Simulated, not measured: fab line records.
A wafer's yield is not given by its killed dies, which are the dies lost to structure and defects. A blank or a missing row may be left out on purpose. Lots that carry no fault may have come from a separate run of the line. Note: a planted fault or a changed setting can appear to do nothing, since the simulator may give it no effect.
Check of tool commonality ; flow rit-cmos ; 42 wafers sampled across 13 lots

== REASON FOR OPENING ==
Of 13 lots, 1 have the reading GATE_POLY_THK flagged at RIT_GATE_THK_MEAS_09. No-fault wafers: 240.5 nm, standard deviation 2.4.
Rule: a lot is flagged in two cases, either no wafer of it has a number, or all its wafers with numbers fall more than 4 standard deviations from that mean. All remaining lots are regarded as sound.

lot;measured;on;GATE_POLY_THK (nm), wafer by wafer;flag
L300;day 2 11:23;film-metro-02;236.5 238.4 239.9;
L302;day 2 21:23;film-metro-02;241.9 242.4 240.4;
L303;day 3 02:47;film-metro-02;241.3 239.8 240.3;
L304;day 3 06:58;film-metro-01;240.4 241.8 241.8;
L305;day 3 12:01;film-metro-01;241.6 243.1 244.5;
L308;day 4 03:11;film-metro-03;235.7 238.3 235.7;
L311;day 4 18:37;film-metro-02;227.3 227.6 227.0 227.4 227.5 227.2;FLAGGED
L315;day 5 14:12;film-metro-03;237.4 237.2 237.3;
L316;day 5 20:10;film-metro-03;238.7 241.2 238.8;
L317;day 6 02:20;film-metro-01;242.3 242.8 244.1;
L320;day 6 15:35;film-metro-01;238.6 238.6 238.2;
L321;day 6 21:19;film-metro-02;242.6 244.8 241.3;
L323;day 7 11:13;film-metro-02;245.3 243.4 245.2;
The numbers of the flagged lots are 227.3 nm on average: -13.2 nm against the usual, or -5 standard deviations.

== WHICH TOOL EACH LOT WENT THROUGH ==
The record keeps 1 process step preceding the reading, out of 202 steps on the route. Read each cell as the tool, then ch plus the chambers that the sampled wafers visited, then the start.
lot;flag;RIT_GATE_CVD_08
L300;;lpcvd-01 ch 0, day 2 09:46
L302;;lpcvd-01 ch 1, day 2 19:46
L303;;lpcvd-02 ch 1, day 3 01:10
L304;;lpcvd-01 ch 1, day 3 05:19
L305;;lpcvd-02 ch 0, day 3 10:24
L308;;lpcvd-01 ch 1, day 4 01:33
L311;FLAGGED;lpcvd-01 ch 0, day 4 16:59
L315;;lpcvd-02 ch 1, day 5 12:34
L316;;lpcvd-02 ch 0, day 5 18:32
L317;;lpcvd-02 ch 0, day 6 00:42
L320;;lpcvd-02 ch 0, day 6 13:58
L321;;lpcvd-02 ch 1, day 6 19:42
L323;;lpcvd-02 ch 0, day 7 09:35
These steps, and what they do:
- RIT_GATE_CVD_08: deposits poly-Si from SiH4, target thk 250 nm, time 2220 s.
- RIT_GATE_THK_MEAS_09

== FLAGGED OVER TOTAL, TOOL BY TOOL (the gauges that took the reading come last) ==
step;tool;lots run;flagged;share of the flagged lots;sound lots run after its first flagged lot
RIT_GATE_CVD_08;lpcvd-01;5;1;all;0
RIT_GATE_CVD_08;lpcvd-02;8;0;none;-
RIT_GATE_THK_MEAS_09;film-metro-01;4;0;none;-
RIT_GATE_THK_MEAS_09;film-metro-02;6;1;all;2 (L321,L323)
RIT_GATE_THK_MEAS_09;film-metro-03;3;0;none;-

== WHAT THE TABLE ALLOWS ==
In 2 table rows, all flagged lots were run: lpcvd-01 (RIT_GATE_CVD_08), film-metro-02 (RIT_GATE_THK_MEAS_09).
- lpcvd-01 at RIT_GATE_CVD_08 ran 5 lots, 1 of them flagged. It ran its last sound lot, L308, at day 4 01:33 and its first flagged lot, L311, at day 4 16:59: a fault with its onset between the two fits.
- film-metro-02 at RIT_GATE_THK_MEAS_09 ran 6 lots, 1 of them flagged. After the first flagged lot (L321, L323), sound lots still ran on it; a lasting fault on the whole tool would not permit that.
What remains is a single tool, lpcvd-01 at RIT_GATE_CVD_08.

== WHAT HAD BEEN PUT IN BY THE SIMULATOR ==
lpcvd-01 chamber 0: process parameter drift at RIT_GATE_CVD_08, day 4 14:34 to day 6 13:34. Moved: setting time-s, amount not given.
Lots struck among those shown: L311. The same result came from the rule above.
